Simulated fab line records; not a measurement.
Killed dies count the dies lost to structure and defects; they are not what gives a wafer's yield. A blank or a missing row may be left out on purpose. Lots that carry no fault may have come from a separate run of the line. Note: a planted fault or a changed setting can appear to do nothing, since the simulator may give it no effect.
Chamber matching	flow berkeleyCmos170	cmp-02 running UCB170_V2_CMP_02: 4 sister chambers
The step polishes SiO2. 4 wafers are shown with their chamber, then 9 later ones without.

== WAFERS PAIRED WITH THEIR CHAMBERS ==
wafer	chamber	motorCurrentA (A)
L488.1	0	16.2
L488.5	3	20.2
L489.4	1	15.0
L489.5	2	15.2

== WAFERS WHOSE CHAMBER IS MISSING ==
wafer	motorCurrentA (A)
L491.1	16.4
L491.2	15.5
L491.6	16.7
L493.4	19.6
L493.5	15.8
L493.6	15.3
L494.1	15.9
L494.3	16.5
L494.6	15.3

== WHICH CHAMBER EACH WENT THROUGH ==
wafer	from the rows above	in truth
L491.1	0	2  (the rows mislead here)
L491.2	can't be placed: 2 or 1 or 0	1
L491.6	0	0
L493.4	3	3
L493.5	can't be placed: 0 or 2 or 1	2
L493.6	can't be placed: 2 or 1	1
L494.1	can't be placed: 0 or 2 or 1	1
L494.3	0	0
L494.6	can't be placed: 2 or 1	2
Correct placement for 3 of the 9. From these rows, 5 cannot be placed; in 5 the true chamber is one of the candidates. Wrongly placed: 1.
How it was worked out, from the rows above alone: a wafer's distance from a chamber is the root of the sum, over the readings, of the square of ((its reading less the chamber's mean) divided by the reading's scatter). If the next closest chamber is less than 2 further off than the closest, the wafer can't be placed; otherwise it belongs to the closest. The mean given for a chamber averages the wafers shown for that chamber. The scatter (one wafer shown for each chamber): square how far every hidden wafer sits from the nearest shown wafer, average those squares and take the square root.
